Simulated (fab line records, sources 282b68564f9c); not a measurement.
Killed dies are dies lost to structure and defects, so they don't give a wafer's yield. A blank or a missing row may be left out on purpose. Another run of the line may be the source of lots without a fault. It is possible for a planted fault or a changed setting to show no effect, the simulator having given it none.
Struck lot and sound lot, side by side -- flow rit_cmos -- 44 out of 202 route steps
Sound: the wafers L648.2, L648.3, L648.5. The struck wafers were L660.1, L660.5, L660.6. The cause is given at the end.
At each step with rows: each side's tool, then ch and its chambers, then its first start. Under that, the readings that differ: sound wafers -- struck wafers -- difference of the means -- sigmas: that difference in standard deviations of wafers without a fault.
alike: a reading whose means differ by less than 2 such deviations, as well as words and numbers matching on both sides. not compared: withheld readings; readings where some wafer has no value; bounds like >300 that might hide an equal value; numbers whose values overlap and for which the record gives no deviation.
The two part at a step that has a row with sigmas, a row that says differs or no value, or rows on one side only. Numbers that have no deviation but don't overlap get no sigmas and don't part them. Lack of a reading on every wafer of one side parts them only where that side has two or more wafers.

first, 1 step without rows for these wafers: RIT_ACTIVE_DEVELOP_10 (develop time 50 s).
RIT_ACTIVE_CD_MEAS_11: the cd target is 1400 nm.
  sound on cd_sem-01, day 1 21:08; struck on cd_sem-02, day 4 07:57
  alike: cd_nm
then, 1 step without rows for these wafers: RIT_ACTIVE_HARDBAKE_12 (time 60 s).
RIT_ACTIVE_ETCH_13: etches Si3N4 in SF6, stops on SiO2, time 210 s, target depth 210 nm.
  sound on rie_diel-03 ch 0,1, day 1 21:23; struck on rie_diel-02 ch 0,3, day 4 08:13
reading,sound,struck,difference,sigmas
throttle_valve_pct (%),7.47 7.36 7.48,7.72 7.63 7.70,+0.25,+2
  alike: drypump_motor_current_A, oes_product_au
  not compared: rf_hours_counter_h
RIT_ACTIVE_STRIP_14: strips in O2, time 180 s.
  sound on plasma_asher-03 ch 0,1, day 1 21:31; struck on plasma_asher-03 ch 0,1, day 4 08:22
  alike: drypump_motor_current_A, o2_flow_sccm
  not compared: rf_hours_counter_h
RIT_ACTIVE_CD_MEAS_90: the cd target is 1400 nm.
  sound on cd_sem-01, day 1 21:43; struck on cd_sem-01, day 4 08:32
reading,sound,struck,difference,sigmas
cd_nm (nm),1398.5 1400.1 1402.9,1403.7 1403.9 1403.0,+3.0,+2
then, 4 steps without rows for these wafers: RIT_ACTIVE_CLEAN_15 (cleans in SC1, time 600 s); RIT_ACTIVE_CLEAN_16 (cleans in dHF, time 30 s); RIT_ACTIVE_CLEAN_17 (cleans in SC2, time 600 s); RIT_FOX1_OXIDATION_00 (target thk 350.7 nm, ox time 1130 s).
RIT_FOX1_THK_MEAS_01:
  sound on film_metro-02, day 2 02:07; struck on film_metro-02, day 4 11:03
  alike: FOX1_OXIDE_THK
then, 1 step without rows for these wafers: RIT_FOX1_WET_ETCH_02 (etches SiO2 in BOE, target depth 350 nm, time 390 s).
RIT_FOX2_OXIDATION_00: target thk 350.7 nm, ox time 1130 s.
  sound on furnace-01 ch 0, day 2 03:27; struck on furnace-04 ch 0, day 4 11:19
reading,sound,struck,difference,sigmas
spike_tc_centre_C (C),1103.1 1101.9 1102.5,1112.0 1113.2 1113.1,+10.3,+11
spike_tc_load_C (C),1122.4 1121.8 1121.7,1135.4 1135.1 1136.6,+13.7,+6
  alike: zone_power_centre_pct
  not compared: model.SiO2_of_FOX2_OXIDATION_00.thk_nm
RIT_FOX2_THK_MEAS_01:
  sound on film_metro-03, day 2 04:46; struck on film_metro-03, day 4 12:38
  alike: FOX2_OXIDE_THK
then, 2 steps without rows for these wafers: RIT_FOX2_CLEAN_02 (cleans in dHF, time 180 s); RIT_FOX2_WET_ETCH_03 (etches Si3N4 in H3PO4, target depth 195 nm, time 2700 s).
RIT_FOX2_THK_MEAS_90:
  sound on film_metro-03, day 2 05:39; struck on film_metro-04, day 4 13:34
  alike: FIELD_OXIDE_LEFT_1_THK
then, 6 steps without rows for these wafers: RIT_NWELL_HMDS_00 (prime time 60 s); RIT_NWELL_COAT_01 (resist thk 1300 nm); RIT_NWELL_SOFTBAKE_02 (time 60 s); RIT_NWELL_EXPOSE_03 (exposes mask M2, target cd 43900 nm); RIT_NWELL_PEB_04; RIT_NWELL_DEVELOP_05 (develop time 68 s).
RIT_NWELL_OVL_MEAS_06:
  sound on overlay-01, day 2 06:44; struck on overlay-02, day 4 14:37
  alike: NWELL_OVL
then, 2 steps without rows for these wafers: RIT_NWELL_HARDBAKE_07 (time 120 s); RIT_NWELL_IMPLANT_08.
RIT_NWELL_STRIP_09: strips in O2, time 180 s.
  sound on plasma_asher-02 ch 0,1, day 2 07:10; struck on plasma_asher-04 ch 0,1, day 4 15:05
  alike: drypump_motor_current_A, o2_flow_sccm
  not compared: rf_hours_counter_h
RIT_NWELL_TW_MEAS_10:
  sound on film_metro-04, day 2 07:20; struck on film_metro-01, day 4 15:16
  alike: NWELL_TW
then, 6 steps without rows for these wafers: RIT_PWELL_HMDS_00 (prime time 60 s); RIT_PWELL_COAT_01 (resist thk 1300 nm); RIT_PWELL_SOFTBAKE_02 (time 60 s); RIT_PWELL_EXPOSE_03 (exposes mask M3, target cd 43700 nm); RIT_PWELL_PEB_04; RIT_PWELL_DEVELOP_05 (develop time 68 s).
RIT_PWELL_OVL_MEAS_06:
  sound on overlay-01, day 2 08:24; struck on overlay-01, day 4 16:20
  alike: PWELL_OVL
then, 2 steps without rows for these wafers: RIT_PWELL_HARDBAKE_07 (time 120 s); RIT_PWELL_IMPLANT_08.
RIT_PWELL_STRIP_09: strips in O2, time 180 s.
  sound on plasma_asher-04 ch 0,1, day 2 08:50; struck on plasma_asher-04 ch 0,1, day 4 16:46
  alike: drypump_motor_current_A, o2_flow_sccm
  not compared: rf_hours_counter_h
RIT_PWELL_TW_MEAS_10:
  sound on film_metro-04, day 2 09:01; struck on film_metro-04, day 4 16:56
  alike: PWELL_TW
then, 1 step without rows for these wafers: RIT_WELLDRIVE_ANNEAL_00 (time 14700 s).
RIT_WELLDRIVE_RS_MEAS_01: measures by four-point-probe.
  sound on film_metro-04, day 2 14:31; struck on film_metro-02, day 4 23:37
  alike: NWELL_RS
RIT_WELLDRIVE_RS_MEAS_02: measures by four-point-probe.
  sound on film_metro-04, day 2 14:38; struck on film_metro-02, day 4 23:44
  alike: PWELL_RS
RIT_SILICIDE_WET_ETCH_00: etches SiO2 in BOE, target depth 14 nm, time 15 s.
  sound on wet_bench-02 ch 1, day 3 14:34; struck on wet_bench-02 ch 3, day 5 23:26
reading,sound,struck,difference,sigmas
model.SiO2_of_FOX2_OXIDATION_00.thk_nm (nm),158.9 157.6 156.3,160.2 161.5 166.5,+5.1,
  alike: bath_heat_duty_pct
RIT_M1_PROBE_99:
  sound on prober-01, day 3 22:53; struck on prober-01, day 6 06:28
  alike: killed_at_contacts, killed_at_front_end, killed_dies, killed_open, killed_short
  not compared: model.etest.field_n.vt_v

== WHERE THEY PART ==
Last at RIT_FOX2_OXIDATION_00 as far as this record goes, first at RIT_ACTIVE_ETCH_13. Later steps at which nothing parts them and some readings are alike: RIT_FOX2_THK_MEAS_01, RIT_FOX2_THK_MEAS_90, RIT_NWELL_OVL_MEAS_06, RIT_NWELL_STRIP_09, RIT_NWELL_TW_MEAS_10, RIT_PWELL_OVL_MEAS_06, RIT_PWELL_STRIP_09, RIT_PWELL_TW_MEAS_10, RIT_WELLDRIVE_RS_MEAS_01, RIT_WELLDRIVE_RS_MEAS_02, RIT_SILICIDE_WET_ETCH_00, RIT_M1_PROBE_99.

WHY: whatever the simulator had introduced
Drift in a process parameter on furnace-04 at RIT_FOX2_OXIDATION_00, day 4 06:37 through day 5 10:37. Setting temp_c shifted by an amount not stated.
